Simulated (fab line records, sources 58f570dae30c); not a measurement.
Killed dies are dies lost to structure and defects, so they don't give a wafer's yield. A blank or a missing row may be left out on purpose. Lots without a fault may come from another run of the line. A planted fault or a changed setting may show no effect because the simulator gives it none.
Chamber matching | flow berkeley_cmos170 | UCB170_SPACER_ETCHBACK_03 on rie_diel-04: 4 sister chambers
The step etches SiO2 in CHF3/CF4/Ar, stops on Si, target depth 376 nm, time 100 s. 14 wafers are shown with their chamber, then 7 later ones without.

WAFERS WITH THEIR CHAMBER
wafer  | chamber | drypump_motor_current_A (A) | throttle_valve_pct (%) | chamber_pressure_mTorr (mTorr)
L231.1 | 1       | 4.9                         | 6.39                   | 200.14
L231.2 | 3       | 6.7                         | 6.43                   | 199.88
L231.6 | 1       | 4.9                         | 6.40                   | 199.92
L233.3 | 0       | 5.9                         | 6.39                   | 199.97
L233.5 | 2       | 5.5                         | 6.48                   | 199.53
L233.6 | 3       | 6.6                         | 6.43                   | 200.01
L234.1 | 2       | 5.5                         | 6.48                   | 199.65
L234.2 | 1       | 4.9                         | 6.41                   | 200.19
L234.3 | 3       | 6.7                         | 6.43                   | 200.06
L241.2 | 0       | 5.9                         | 6.39                   | 200.30
L241.5 | 0       | 6.0                         | 6.38                   | 200.22
L241.6 | 3       | 6.7                         | 6.43                   | 200.28
L247.1 | 0       | 5.9                         | 6.38                   | 199.91
L247.2 | 3       | 6.7                         | 6.45                   | 200.14

SIGNATURES (means of the wafers above)
reading                 | chamber 0 | chamber 1 | chamber 2 | chamber 3 | scatter within a chamber
drypump_motor_current_A | 5.925     | 4.900     | 5.500     | 6.680     | 0.0394
throttle_valve_pct      | 6.3850    | 6.4000    | 6.4800    | 6.4340    | 0.00787
chamber_pressure_mTorr  | 200.1000  | 200.0833  | 199.5900  | 200.0740  | 0.156
Rule: a wafer's distance from a chamber is the root of the sum, over the readings, of the square of ((its reading less the chamber's mean) divided by the reading's scatter). The wafer belongs to the nearest chamber; if the next one is less than 2 further off, it can't be placed. The scatter: the root of (the sum of the squares of (reading less its chamber's mean) over the shown wafers, divided by (wafers less chambers)).

WAFERS WITHOUT THEIR CHAMBER
wafer  | drypump_motor_current_A (A) | throttle_valve_pct (%) | chamber_pressure_mTorr (mTorr)
L247.3 | 4.8                         | 6.39                   | 200.04
L251.1 | 4.9                         | 6.39                   | 200.13
L251.4 | 6.0                         | 6.40                   | 200.05
L251.6 | 5.9                         | 6.39                   | 199.98
L254.2 | 6.0                         | 6.38                   | 199.85
L254.4 | 4.9                         | 6.40                   | 200.10
L254.6 | 5.9                         | 6.41                   | 199.92

WHICH CHAMBER EACH WENT THROUGH
wafer  | from the rows above | in truth
L247.3 | 1                   | 1
L251.1 | 1                   | 1
L251.4 | 0                   | 0
L251.6 | 0                   | 0
L254.2 | 0                   | 0
L254.4 | 1                   | 1
L254.6 | 0                   | 0
Placed correctly: 7 of 7. Can't be placed from these rows: 0. Placed wrongly: 0.
